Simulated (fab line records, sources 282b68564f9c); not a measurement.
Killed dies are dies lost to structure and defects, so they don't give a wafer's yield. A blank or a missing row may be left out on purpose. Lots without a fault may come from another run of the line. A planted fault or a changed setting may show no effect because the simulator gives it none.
Which tool did it? | flow rit_cmos | 12 lots, 36 wafers sampled, at 2 steps of a route of 202

WHAT THE GAUGES READ, wafer by wafer
RIT_PRETRO_TW_MEAS_10. Usual: PRETRO_TW 482, standard deviation 4.1.
lot  | measured    | on            | PRETRO_TW   | flag
L159 | day 2 09:07 | film_metro-03 | 486 484 481 |
L160 | day 2 14:55 | film_metro-03 | 484 486 483 |
L161 | day 2 19:06 | film_metro-02 | 484 483 480 |
L166 | day 3 19:40 | film_metro-01 | 450 447 447 | OFF
L170 | day 4 16:54 | film_metro-02 | 455 454 457 | OFF
L172 | day 5 02:37 | film_metro-02 | 485 482 485 |
L173 | day 5 06:49 | film_metro-02 | 485 487 486 |
L175 | day 5 19:16 | film_metro-01 | 479 479 477 |
L179 | day 6 13:27 | film_metro-01 | 476 478 478 |
L180 | day 6 19:31 | film_metro-02 | 488 487 486 |
L181 | day 7 00:48 | film_metro-02 | 484 487 487 |
L182 | day 7 06:26 | film_metro-03 | 481 484 480 |

WHICH TOOL RAN EACH LOT (tool, then ch and the chambers of the sampled wafers, then the start)
lot  | RIT_PRETRO_IMPLANT_08
L159 | implanter-04 ch 0, day 2 08:50
L160 | implanter-03 ch 0, day 2 14:35
L161 | implanter-04 ch 0, day 2 18:46
L166 | implanter-04 ch 0, day 3 19:20
L170 | implanter-04 ch 0, day 4 16:35
L172 | implanter-03 ch 0, day 5 02:18
L173 | implanter-02 ch 0, day 5 06:29
L175 | implanter-02 ch 0, day 5 18:58
L179 | implanter-02 ch 0, day 6 13:08
L180 | implanter-02 ch 0, day 6 19:11
L181 | implanter-02 ch 0, day 7 00:29
L182 | implanter-02 ch 0, day 7 06:07
- RIT_PRETRO_IMPLANT_08

WHAT THE TOOLS THEMSELVES READ (means of the sampled wafers that have a number; where no wafer has one, the mark that the record gives instead)
RIT_PRETRO_IMPLANT_08. Usual: beam_on_s 10.00 s, standard deviation 0.19; dose_ions_cm2 1.2001e+13, standard deviation 1.4e+10; faraday_current_uA 38.1, standard deviation 0.74.
lot  | tool         | beam_on_s (s) | dose_ions_cm2 | faraday_current_uA | flag
L159 | implanter-04 | 9.95          | 1.1998e+13    | 38.3               |
L160 | implanter-03 | 10.03         | 1.2003e+13    | 38.0               |
L161 | implanter-04 | 10.06         | 1.2007e+13    | 37.9               |
L166 | implanter-04 | 9.94          | 9.9730e+12    | 31.6               | OFF
L170 | implanter-04 | 9.96          | 9.9603e+12    | 31.7               | OFF
L172 | implanter-03 | 9.99          | 1.1992e+13    | 38.1               |
L173 | implanter-02 | 10.14         | 1.1996e+13    | 37.6               |
L175 | implanter-02 | 10.18         | 1.2001e+13    | 37.4               |
L179 | implanter-02 | 9.89          | 1.1994e+13    | 38.5               |
L180 | implanter-02 | 10.02         | 1.2010e+13    | 38.0               |
L181 | implanter-02 | 10.13         | 1.2024e+13    | 37.6               |
L182 | implanter-02 | 10.07         | 1.2011e+13    | 37.9               |

THE ANSWER, worked out from the rows above alone
Rule: a lot is off if the mean of its wafers that have a number lies more than 3 standard deviations from the usual mean. A lot without any number at a reading at which 4 lots or more have one is off too. The other lots that the step has rows for count as sound. The gauges are gone through in route order, then the tools' own readings, and for those a lot's mean is taken as printed above. The first step at which some lot is off is used, and at that step the reading that is off furthest; a lot without a number counts as furthest.
Off: L166, L170, at RIT_PRETRO_TW_MEAS_10 (PRETRO_TW).
A tool fits if, at a process step before that reading, it ran every lot that is off, and no sound lot after the first of them. The gauges at RIT_PRETRO_TW_MEAS_10 aren't tried: what is off there is off at RIT_PRETRO_IMPLANT_08 too, on other tools, and a gauge's error can't cause that. One fits: implanter-04 at RIT_PRETRO_IMPLANT_08. Its last sound lot is L161 (day 2 18:46), its first lot that is off L166 (day 3 19:20): a fault that began between those two fits.
The tool's own readings at RIT_PRETRO_IMPLANT_08 bear it out: on the lots that are off they differ by more than 5 times the standard deviation of the sound lots' means. dose_ions_cm2 reads 9.9666e+12 there against 1.2004e+13 on the sound lots; faraday_current_uA reads 31.6 there against 37.9 on the sound lots.

WHAT THE SIMULATOR HAD PUT IN
Process parameter drift: implanter-04, from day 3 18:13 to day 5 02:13, at RIT_PRETRO_IMPLANT_08. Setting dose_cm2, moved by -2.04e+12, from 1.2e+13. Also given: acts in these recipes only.
Lots struck among those shown: L166, L170. The rule above found the same.
